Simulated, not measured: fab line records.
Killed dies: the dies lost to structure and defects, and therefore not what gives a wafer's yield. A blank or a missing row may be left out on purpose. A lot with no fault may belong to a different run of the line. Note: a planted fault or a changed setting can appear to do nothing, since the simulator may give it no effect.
A lot that was struck, set against a sound lot	flow rit cmos	43 out of 202 route steps
Sound: the wafers L576.1, L576.4, L576.6. Wafers struck: L590.2, L590.3, L590.5. The cause comes at the end.
Order at every step that has rows: each side's tool, ch and its chambers, its first start. Under that, the readings that differ: sound wafers	struck wafers	difference of the means	sigmas: that difference in standard deviations of wafers without a fault.
alike: readings with means less than 2 such deviations apart, plus words and numbers identical on both sides. not compared: withheld readings, readings lacking a value on some wafer, bounds such as >300 that could conceal the same value, and numbers that have no deviation in the record and whose values overlap.
Wherever a step has rows on one side only, a row that says differs or no value, or a row with sigmas, the two part there. Non-overlapping numbers with no deviation appear without sigmas and do not part them. A reading that every wafer of one side lacks parts them only if that side has two wafers or more.

first, 2 steps without rows for these wafers: RIT_SPACER_CLEAN_02 (cleans in SC2, time 600 s); RIT_SPACER_CVD_03 (deposits Si3N4 from SiH2Cl2/NH3, target thk 250 nm, time 3300 s).
RIT_SPACER_THK_MEAS_04:
  struck on film metro-03, day 6 20:59; sound on film metro-01, day 4 01:10
reading	sound	struck	difference	sigmas
SPACER_NITRIDE_THK (nm)	245.4 245.5 247.1	251.8 253.0 250.9	+5.9	+2
then, 7 steps without rows for these wafers: RIT_SPACER_ETCHBACK_05 (etches Si3N4 in SF6/CHF3, stops on SiO2, target depth 250 nm, time 240 s); RIT_NSD_HMDS_00 (prime time 60 s); RIT_NSD_COAT_01 (resist thk 1000 nm); RIT_NSD_SOFTBAKE_02 (time 60 s); RIT_NSD_EXPOSE_03 (exposes mask M9, target cd 40700 nm); RIT_NSD_PEB_04; RIT_NSD_DEVELOP_05 (develop time 50 s).
RIT_NSD_OVL_MEAS_06:
  struck on overlay-02, day 6 22:10; sound on overlay-02, day 4 02:22
  alike: NSD_OVL
then, 1 step without rows for these wafers: RIT_NSD_HARDBAKE_07 (time 60 s).
RIT_NSD_IMPLANT_08:
  sound on implanter-03 ch 0, day 4 02:35; struck on implanter-02 ch 0, day 6 22:22
  alike: beam on s
RIT_NSD_STRIP_09: strips in O2, time 180 s.
  sound on plasma asher-03 ch 0,1, day 4 02:44; struck on plasma asher-04 ch 0, day 6 22:29
  alike: drypump motor current A
  not compared: rf hours counter h
RIT_NSD_TW_MEAS_10:
  struck on film metro-02, day 6 22:41; sound on film metro-04, day 4 02:55
  alike: NSD_TW
then, 6 steps without rows for these wafers: RIT_PSD_HMDS_00 (prime time 60 s); RIT_PSD_COAT_01 (resist thk 1000 nm); RIT_PSD_SOFTBAKE_02 (time 60 s); RIT_PSD_EXPOSE_03 (exposes mask M10, target cd 40900 nm); RIT_PSD_PEB_04; RIT_PSD_DEVELOP_05 (develop time 50 s).
RIT_PSD_OVL_MEAS_06:
  struck on overlay-02, day 6 23:50; sound on overlay-02, day 4 03:52
  alike: PSD_OVL
then, 2 steps without rows for these wafers: RIT_PSD_HARDBAKE_07 (time 60 s); RIT_PSD_IMPLANT_08.
RIT_PSD_STRIP_09: strips in O2, time 180 s.
  sound on plasma asher-02 ch 0,1, day 4 04:16; struck on plasma asher-04 ch 0, day 7 00:17
  alike: drypump motor current A
  not compared: rf hours counter h
RIT_PSD_TW_MEAS_10:
  struck on film metro-04, day 7 00:28; sound on film metro-02, day 4 04:26
  alike: PSD_TW
then, 4 steps without rows for these wafers: RIT_SDANNEAL_CLEAN_00 (cleans in SC1, time 600 s); RIT_SDANNEAL_CLEAN_01 (cleans in dHF, time 30 s); RIT_SDANNEAL_CLEAN_02 (cleans in SC2, time 600 s); RIT_SDANNEAL_RTA_03 (time 5 s).
RIT_SDANNEAL_RS_MEAS_04: the measuring method here is four-point-probe.
  struck on film metro-04, day 7 00:58; sound on film metro-04, day 4 04:57
  alike: PSD_RS
RIT_SDANNEAL_RS_MEAS_05: the measuring method here is four-point-probe.
  struck on film metro-04, day 7 01:05; sound on film metro-04, day 4 05:04
  alike: NSD_RS
RIT_SDANNEAL_RS_MEAS_06: the measuring method here is four-point-probe.
  struck on film metro-04, day 7 01:12; sound on film metro-04, day 4 05:11
reading	sound	struck	difference	sigmas
PLDD_RS (ohm/sq)	178.6 178.3 178.7	177.7 177.6 177.2	-1.0	-2
RIT_SDANNEAL_RS_MEAS_07: the measuring method here is four-point-probe.
  struck on film metro-04, day 7 01:19; sound on film metro-04, day 4 05:19
reading	sound	struck	difference	sigmas
NLDD_RS (ohm/sq)	150.6 150.3 150.4	152.0 151.7 151.6	+1.3	+2
then, 1 step without rows for these wafers: RIT_SILICIDE_WET_ETCH_00 (etches SiO2 in BOE, target depth 14 nm, time 15 s).
RIT_SILICIDE_SPUTTER_01: material Ti, target thk 30 nm, time 240 s.
  struck on pvd sputter-03, day 7 01:26; sound on pvd sputter-03, day 4 05:27
  alike: throttle valve pct
RIT_SILICIDE_RS_MEAS_02: the measuring method here is four-point-probe.
  struck on film metro-03, day 7 01:36; sound on film metro-03, day 4 05:36
  alike: SILICIDE_TI_RS
RIT_SILICIDE_THK_MEAS_03: measures by xrf.
  struck on film metro-03, day 7 01:43; sound on film metro-03, day 4 05:43
  alike: SILICIDE_TI_THK
RIT_SILICIDE_RTA_04: time 10 s, ramp up 5 s, ramp down 5 s.
  sound on rtp anneal-02 ch 0, day 4 05:47; struck on rtp anneal-01 ch 0, day 7 01:46
  alike: wafer_temp_C_max
then, 1 step without rows for these wafers: RIT_SILICIDE_WET_ETCH_05 (etches Ti in SPM, time 120 s).
RIT_SILICIDE_RTA_06: time 10 s, ramp up 5 s, ramp down 10 s.
  sound on rtp anneal-01 ch 0, day 4 05:53; struck on rtp anneal-02 ch 0, day 7 01:53
  alike: wafer_temp_C_max
then, 1 step without rows for these wafers: RIT_CONTACT_CVD_00 (deposits SiO2 from TEOS, target thk 400 nm, time 61 s).
RIT_M1_PROBE_99:
  struck on prober-02, day 7 08:23; sound on prober-02, day 4 12:43
reading	sound	struck	difference	sigmas
model.etest.nmos_0p15.drive ua um rim less centre	-6.133 -1.214 -3.859	11.91 10.6 8.902	+14.21	
model.etest.antenna poly.gate log10 a cm2	-6.994 -6.797 -6.168	-4.041 -4.416 -4.02	+2.494	
model.etest.nmos_0p15.gate log10 a cm2	-5.796 -5.669 -5.437	-4.212 -4.259 -4.091	+1.447	
model.etest.gate to diffusion comb.leak log10 a um	-12.54 -12.41 -12.31	-11.25 -11.06 -11.02	+1.31	
model.etest.nmos_0p15.gate bv v (V)	4.857 4.818 4.794	3.962 3.972 3.903	-0.877	
model.etest.nmos_0p3.bv v (V)	5.527 5.503 5.48	4.978 4.979 4.919	-0.545	
model.etest.nmos_0p15.bv v (V)	5.527 5.503 5.48	4.978 4.979 4.919	-0.545	
model.etest.nmos_0p15.tox inv nm rim less centre	-0.0465 0.007898 0.003869	-0.1498 -0.1123 -0.135	-0.1208	
  alike: killed at contacts, killed at front end, killed dies, killed open, killed short

== WHERE THEY PART ==
Last at RIT_SDANNEAL_RS_MEAS_07 as far as this record goes, first at RIT_SPACER_THK_MEAS_04. Later steps at which nothing parts them and some readings are alike: RIT_SILICIDE_SPUTTER_01, RIT_SILICIDE_RS_MEAS_02, RIT_SILICIDE_THK_MEAS_03, RIT_SILICIDE_RTA_04, RIT_SILICIDE_RTA_06, RIT_M1_PROBE_99.

WHY: what had been put in by the simulator
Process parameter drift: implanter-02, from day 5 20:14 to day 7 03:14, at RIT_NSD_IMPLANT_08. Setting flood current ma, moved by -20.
